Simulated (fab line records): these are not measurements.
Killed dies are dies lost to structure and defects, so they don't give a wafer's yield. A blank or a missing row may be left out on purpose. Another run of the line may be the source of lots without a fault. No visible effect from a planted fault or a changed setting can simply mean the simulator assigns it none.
Comparing a struck lot with a sound one :: flow ritCmos :: 17 out of 202 route steps
Sound: these wafers, L146.1, L146.2, L146.6. Wafers struck: L161.2, L161.5, L161.6. Last of all comes the cause.
At each step with rows: each side's tool, then ch and its chambers, then its first start. Under that, the readings that differ: sound wafers :: struck wafers :: difference of the means :: sigmas: that difference in standard deviations of wafers without a fault.
alike: same words and numbers on both sides, and readings whose means sit less than 2 such deviations apart. not compared: any withheld reading, any reading some wafer has no value for, any bound like >300 that may hide the same value, and any number with overlapping values for which the record gives no deviation.
Wherever a step has rows on one side only, a row that says differs or no value, or a row with sigmas, the two part there. When numbers do not overlap yet have no deviation, they are printed without sigmas and do not part them. Lack of a reading on every wafer of one side parts them only where that side has two or more wafers.

RIT_NWELL_TW_MEAS_10:
  sound on filmMetro-01 at day 1 21:14; struck on filmMetro-02 at day 5 02:19
reading: NWELL_TW
sound: 2124 2130 2130
struck: 2164 2152 2158
difference: +30
sigmas: +2
then, 6 steps without rows for these wafers: RIT_PWELL_HMDS_00 (prime time 60 s); RIT_PWELL_COAT_01 (resist thk 1300 nm); RIT_PWELL_SOFTBAKE_02 (time 60 s); RIT_PWELL_EXPOSE_03 (exposes mask M3, target cd 43700 nm); RIT_PWELL_PEB_04; RIT_PWELL_DEVELOP_05 (develop time 68 s).
RIT_PWELL_OVL_MEAS_06:
  sound on overlay-02 at day 1 22:17; struck on overlay-01 at day 5 03:23
  alike: PWELL_OVL
then, 2 steps without rows for these wafers: RIT_PWELL_HARDBAKE_07 (time 120 s); RIT_PWELL_IMPLANT_08.
RIT_PWELL_STRIP_09: strips in O2, time 180 s.
  sound on plasmaAsher-02 ch 0,1, day 1 22:44; struck on plasmaAsher-04 ch 0,1, day 5 03:49
  alike: drypumpMotorCurrentA, rfReflPowerW
  not compared: rfHoursCounterH
RIT_PWELL_TW_MEAS_10:
  sound on filmMetro-03 at day 1 22:55; struck on filmMetro-02 at day 5 03:59
  alike: PWELL_TW
RIT_WELLDRIVE_ANNEAL_00: time 14700 s.
  sound on furnace-02 ch 0, day 1 23:26; struck on furnace-04 ch 0, day 5 04:02
reading: runLengthS (s)
sound: 18263 18263 18263
struck: 9454 9454 9454
difference: -8809
sigmas: -99 or more
  alike: tube_center_temp_C_max
RIT_WELLDRIVE_RS_MEAS_01: measures by four-point-probe.
  sound on filmMetro-02 at day 2 04:31; struck on filmMetro-02 at day 5 09:09
reading: NWELL_RS (ohm/sq)
sound: 277.1 275.4 275.6
struck: 320.0 321.4 320.4
difference: +44.6
sigmas: +59
RIT_WELLDRIVE_RS_MEAS_02: measures by four-point-probe.
  sound on filmMetro-02 at day 2 04:38; struck on filmMetro-02 at day 5 09:16
reading: PWELL_RS (ohm/sq)
sound: 429.9 427.8 428.1
struck: 473.0 473.7 474.1
difference: +45.0
sigmas: +41
then, 1 step without rows for these wafers: RIT_NRETRO_HMDS_00 (prime time 60 s).
RIT_M1_PROBE_99:
  sound on prober-01 at day 3 10:37; struck on prober-02 at day 6 17:00
reading: killedOpen
sound: 1 2 1
struck: 5 3 10
difference: +5
sigmas: +2

reading: model.etest.pmos_0p3.rOnOhmUm
sound: 6328 6447 6310
struck: 6645 6571 6554
difference: +228
sigmas: 

reading: model.etest.pmosTurned.rOnOhmUm
sound: 3319 3310 3237
struck: 3835 3746 3704
difference: +473
sigmas: 

reading: model.etest.pmos_0p15.rOnOhmUm
sound: 2669 2648 2609
struck: 3078 3014 2952
difference: +373
sigmas: 

reading: model.etest.nwellPinched.rsOhmSq
sound: 337.7 336.4 339.3
struck: 440.4 436.8 435.1
difference: +99.6
sigmas: 

reading: model.etest.pwellPinched.rsOhmSq
sound: 457.3 452.5 457.6
struck: 511.4 511.3 517.6
difference: +57.6
sigmas: 

reading: model.etest.pwell.rsOhmSq
sound: 419.1 412 418.2
struck: 457.1 456.9 456.7
difference: +40.5
sigmas: 

reading: model.etest.pmos_0p15.driveUaUm
sound: 265.1 264.9 274.7
struck: 224.7 227.9 232.3
difference: -39.9
sigmas: 

reading: model.etest.pmosTurned.driveUaUm
sound: 196.4 197.7 203.8
struck: 163 167.8 168.3
difference: -33
sigmas: 
  alike: killedAtFrontEnd, killedDies, killedShort

## WHERE THEY PART
At RIT_NWELL_TW_MEAS_10 first; at RIT_M1_PROBE_99 last (within this record only).

WHY: whatever the simulator had introduced
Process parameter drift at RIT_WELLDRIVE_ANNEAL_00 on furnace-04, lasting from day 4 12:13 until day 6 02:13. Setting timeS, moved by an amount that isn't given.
